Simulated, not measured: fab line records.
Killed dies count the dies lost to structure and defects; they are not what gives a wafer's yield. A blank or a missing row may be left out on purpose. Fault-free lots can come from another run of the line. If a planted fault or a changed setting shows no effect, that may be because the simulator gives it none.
The same fault as seen by 2 desks -- flow ritCmos -- each desk has only its own numbers; what lay behind them comes last

THE METROLOGY DESK
Lot by lot, what the gauges showed, no matter which tool ran the lot: averages of those sampled wafers that carry a number. Marked OUT: a lot whose mean sits more than 4 standard deviations from the usual mean, which makes it out of limits; the brackets give that distance.
Columns: A = PSD_RS at RIT_SDANNEAL_RS_MEAS_04, usual 116.1 ohm/sq; B = NLDD_RS at RIT_SDANNEAL_RS_MEAS_07, usual 151.9 ohm/sq
lot,first seen here,A,B
L749,day 3 12:22,115.6,150.8
L750,day 3 21:17,116.3,152.1
L751,day 4 00:53,116.5,152.3
L752,day 4 04:47,116.1,151.9
L753,day 4 07:01,116.2,151.9
L754,day 4 09:49,115.7,151.8
L764,day 6 14:17,116.0,151.6
L765,day 6 17:17,115.9,151.5
L766,day 6 20:07,116.6,152.1
L767,day 7 01:44,116.2,150.9
L768,day 7 05:35,116.2,152.0
L770,day 7 15:40,116.3,152.6
L771,day 7 20:44,115.6,152.4
Finding of this desk: none of the 13 lots has anything out of limits.

AT THE TOOL OWNER'S DESK: plasmaAsher-01
The tool's own readings at RIT_NWELL_STRIP_09 (strips in O2, time 180 s): means of the sampled wafers that have a number, for each lot that ran on this tool. Marked OUT: a lot whose mean sits more than 4 standard deviations from the usual mean, which makes it out of limits; the brackets give that distance.
Columns: A = drypumpMotorCurrentA at RIT_NWELL_STRIP_09, usual 5.9 A
lot,first seen here,A
L749,day 2 02:54,5.5
L751,day 2 11:56,5.5
L752,day 2 16:53,5.9
L754,day 2 23:35,5.9
L764,day 5 04:53,5.9
Finding of this desk: none of the 5 lots has anything out of limits.

TAKEN TOGETHER
At the metrology desk, nothing out of limits was observed.
The tool owner's desk saw nothing out of limits.

WHAT WAS PUT IN BY THE SIMULATOR
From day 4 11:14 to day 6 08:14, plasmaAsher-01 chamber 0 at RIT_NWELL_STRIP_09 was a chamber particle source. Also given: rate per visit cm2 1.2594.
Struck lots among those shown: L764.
